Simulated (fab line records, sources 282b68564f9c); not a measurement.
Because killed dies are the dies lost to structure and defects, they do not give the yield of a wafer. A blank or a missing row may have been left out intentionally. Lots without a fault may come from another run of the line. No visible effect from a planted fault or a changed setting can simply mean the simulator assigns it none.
Code-filled problem report in 8D (eight disciplines) form + flow rit-cmos + the parts of the form that need people (team, actions taken, sign-off) are left out

== 1. THE ISSUE ==
Wafers free of any fault read 115.7 ohm/sq (standard deviation 0.34) for PSD_RS at RIT_SDANNEAL_RS_MEAS_04, against a mean of 144.5 ohm/sq on 6 wafers of 2 lots. That puts it +85 standard deviations away from the usual mean.
The step: measures by four-point-probe.
First seen on wafer L378.1, day 6 15:50, on film-metro-02. The record holds 42 wafers of 14 lots with a number at this step. By rule, "out" or "out of limits" means more than 4 standard deviations away from the usual mean. The other wafers with a number count as sound.

== 2. WHAT IT IS; WHAT IT IS NOT ==
| question                    | is                           | is not                                                                    |
|-----------------------------|------------------------------|---------------------------------------------------------------------------|
| which readings at this step | PSD_RS                       | -                                                                         |
| which lots                  | L378, L380                   | L361, L362, L363, L364, L367, L368, L369, L370, L375, L377, L381, L383    |
| which wafers of those lots  | all that have a number       | -                                                                         |
| read on which gauges        | film-metro-02, film-metro-03 | film-metro-01                                                             |
| when                        | from day 6 15:50             | up to then (30 sound wafers); but 6 sound wafers of L381, L383 came after |

== 3. WHAT RULES OUT EACH SUSPECT ==
Counting: a tool at any process step up to the reading remains a suspect when it ran all the lots that are out and ran no sound lot after the first of those.
- the gauge at RIT_SDANNEAL_RS_MEAS_04 is ruled out. The wafers that are out were read on 2 gauges (film-metro-02, film-metro-03).
- rtp-anneal-02 at RIT_SDANNEAL_RTA_03 (time 5 s): kept. All lots that are out passed through it, beginning with L378 at day 6 15:46, and no sound lot followed; its final sound lot before that point was L370 at day 4 23:44. Out on those wafers are its own readings of wafer_temp_C_max.
Left after counting: rtp-anneal-02 at RIT_SDANNEAL_RTA_03.

== 4. THE CAUSE (what the simulator had put in) ==
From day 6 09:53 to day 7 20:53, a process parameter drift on rtp-anneal-02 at RIT_SDANNEAL_RTA_03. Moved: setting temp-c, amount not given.
This tool alone remained once counting was done.

== 5. THE EFFECT CHAIN, in route order ==
Each row: a reading where the mean over the struck wafers with a number is more than 3 standard deviations away from the usual. Only readings for which the record gives a usual standard deviation are gone through. hours: the time from each lot's start at the first step in this table that gives one to its start at this step, as a median over the lots. sigmas: the change in usual standard deviations.
| hours | step                    | reading          | usual        | on struck wafers | change | sigmas |
|-------|-------------------------|------------------|--------------|------------------|--------|--------|
| 0     | RIT_SDANNEAL_RTA_03     | wafer_temp_C_max | 1053.5       | 1014.4           | -39.1  | -36    |
| 0     | RIT_SDANNEAL_RS_MEAS_04 | PSD_RS           | 115.7 ohm/sq | 144.5            | +28.8  | +85    |
| 0     | RIT_SDANNEAL_RS_MEAS_05 | NSD_RS           | 84.4 ohm/sq  | 85.9             | +1.5   | +4.2   |
| 0     | RIT_SDANNEAL_RS_MEAS_06 | PLDD_RS          | 178.3 ohm/sq | 215.1            | +36.8  | +72    |
Process steps it contains:
- RIT_SDANNEAL_RTA_03: time 5 s.

== 6. WHAT WOULD HAVE CAUGHT IT SOONER ==
Counted from the fault's start at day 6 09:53, it took 6 hours until the first out-of-limits reading at a measuring or inspecting step in this record, taken at day 6 15:50.
Tool's own readings at RIT_SDANNEAL_RTA_03, wafer_temp_C_max: out on all struck wafers the step has rows for; an alarm limit on them would have tripped on the first.
Among the 2 lots that are out, L380 began RIT_SDANNEAL_RTA_03 on rtp-anneal-02 after day 6 15:50. A tool hold placed at that time would have kept it from harm.
